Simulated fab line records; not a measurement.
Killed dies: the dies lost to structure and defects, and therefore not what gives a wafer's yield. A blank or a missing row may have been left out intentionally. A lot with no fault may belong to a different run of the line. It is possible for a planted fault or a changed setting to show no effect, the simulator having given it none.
Which of the tools did it?	flow berkeleyCmos170	Sampling: 14 lots, 42 wafers, 2 of 331 route steps

## WHAT EACH GAUGE READ, for each wafer
The record holds no reading of a measuring or inspecting step that can be judged against a usual standard deviation.

## WHICH TOOL RAN EACH LOT (tool, then ch and the chambers of the sampled wafers, then the start)
lot	UCB170_BACKSIDE_COAT_01	UCB170_BACKSIDE_STRIP_03
L312	lithoTrack-03 ch 0, day 8 13:57	plasmaAsher-03 ch 0,1, day 8 14:14
L313	lithoTrack-04 ch 0, day 8 13:58	plasmaAsher-01 ch 0,1, day 8 14:16
L315	lithoTrack-04 ch 0, day 8 23:53	plasmaAsher-03 ch 1, day 9 00:15
L317	lithoTrack-04 ch 0, day 9 00:21	plasmaAsher-04 ch 0,1, day 9 00:38
L316	lithoTrack-01 ch 0, day 9 00:35	plasmaAsher-01 ch 0,1, day 9 00:53
L318	lithoTrack-03 ch 0, day 9 11:35	plasmaAsher-03 ch 0,1, day 9 11:52
L323	lithoTrack-03 ch 0, day 10 16:47	plasmaAsher-01 ch 0,1, day 10 17:05
L327	lithoTrack-03 ch 0, day 10 17:14	plasmaAsher-01 ch 0,1, day 10 17:32
L324	lithoTrack-01 ch 0, day 10 17:17	plasmaAsher-04 ch 0,1, day 10 17:35
L329	lithoTrack-04 ch 0, day 11 19:11	plasmaAsher-03 ch 0,1, day 11 19:29
L331	lithoTrack-01 ch 0, day 12 07:24	plasmaAsher-01 ch 0,1, day 12 07:42
L334	lithoTrack-01 ch 0, day 12 19:50	plasmaAsher-01 ch 0,1, day 12 20:05
L333	lithoTrack-01 ch 0, day 12 20:56	plasmaAsher-01 ch 0,1, day 12 21:14
L335	lithoTrack-01 ch 0, day 13 08:34	plasmaAsher-03 ch 0,1, day 13 08:50
- UCB170_BACKSIDE_COAT_01: resist thk 890.5 nm.
- UCB170_BACKSIDE_STRIP_03: strips in O2.

## AS READ BY THE TOOLS THEMSELVES (means over the sampled wafers that have a number; for cases with no such wafer, the mark the record gives instead)
UCB170_BACKSIDE_COAT_01. Usual: dispensePressureKPa 47.9 kPa, standard deviation 1.7; spinSpeedRpm 1500.0 rpm, standard deviation 0.98.
lot	tool	dispensePressureKPa (kPa)	spinSpeedRpm (rpm)	flag
L312	lithoTrack-03	45.3	1499.1	
L313	lithoTrack-04	48.4	1500.5	
L315	lithoTrack-04	48.4	1499.7	
L317	lithoTrack-04	48.4	1500.1	
L316	lithoTrack-01	49.2	1500.5	
L318	lithoTrack-03	45.3	1500.3	
L323	lithoTrack-03	45.3	1219.0	OFF
L327	lithoTrack-03	45.3	1220.0	OFF
L324	lithoTrack-01	49.2	1500.8	
L329	lithoTrack-04	48.4	1499.7	
L331	lithoTrack-01	49.2	1500.2	
L334	lithoTrack-01	49.3	1500.2	
L333	lithoTrack-01	49.3	1501.3	
L335	lithoTrack-01	49.3	1499.9	

UCB170_BACKSIDE_STRIP_03. Usual: drypumpMotorCurrentA 5.80 A, standard deviation 0.25; o2FlowSccm 399.9 sccm, standard deviation 1.1; oesProductAu 0.734 a.u., standard deviation 0.0048; stripTimeToEndpointS 21.76 s, standard deviation 0.071.
lot	tool	drypumpMotorCurrentA (A)	o2FlowSccm (sccm)	oesProductAu (a.u.)	stripTimeToEndpointS (s)	flag
L312	plasmaAsher-03	5.63	400.4	0.733	21.76	
L313	plasmaAsher-01	5.84	400.1	0.734	21.66	
L315	plasmaAsher-03	5.56	401.0	0.736	21.71	
L317	plasmaAsher-04	6.04	400.7	0.739	21.71	
L316	plasmaAsher-01	5.81	399.9	0.737	21.84	
L318	plasmaAsher-03	5.64	398.9	0.732	21.66	
L323	plasmaAsher-01	5.67	400.4	0.734	24.09	OFF
L327	plasmaAsher-01	5.68	399.0	0.733	24.01	OFF
L324	plasmaAsher-04	6.18	401.3	0.735	21.85	
L329	plasmaAsher-03	5.62	399.7	0.738	21.84	
L331	plasmaAsher-01	5.68	398.7	0.732	21.83	
L334	plasmaAsher-01	5.83	399.6	0.736	21.77	
L333	plasmaAsher-01	5.68	400.7	0.732	21.85	
L335	plasmaAsher-03	5.74	400.3	0.734	21.79	

## THE ANSWER, worked out from the rows above alone
Rule: take the mean of a lot's wafers that have a number; if it is more than 3 standard deviations from the usual mean, the lot is off. A lot without any number at a reading at which 4 lots or more have one is off too. Any other lot the step has rows for is counted as sound. The gauges are gone through in route order, then the tools' own readings, and for those a lot's mean is taken as printed above. The first step at which some lot is off is used, and at that step the reading that is off furthest; a lot without a number counts as furthest.
Off at UCB170_BACKSIDE_COAT_01 (spinSpeedRpm): L323, L327.
If a tool, at that step or one of the process steps before it, ran each lot that is off and ran no sound lot following the first of them, it fits. One candidate fits, namely lithoTrack-03 at UCB170_BACKSIDE_COAT_01. A fault onset in the window from L318 (day 9 11:35, its last sound lot) to L323 (day 10 16:47, its first lot off) fits.
The tool's own readings at UCB170_BACKSIDE_COAT_01 bear it out: on the lots that are off they differ by more than 5 times the standard deviation of the sound lots' means. spinSpeedRpm reads 1219.5 rpm there against 1500.2 rpm on the sound lots.

## WHAT THE SIMULATOR HAD INSERTED
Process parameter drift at UCB170_BACKSIDE_COAT_01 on lithoTrack-03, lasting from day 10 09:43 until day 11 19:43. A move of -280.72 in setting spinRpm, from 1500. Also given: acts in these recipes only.
Shown lots that were struck: L323, L327. The same result came from the rule above.
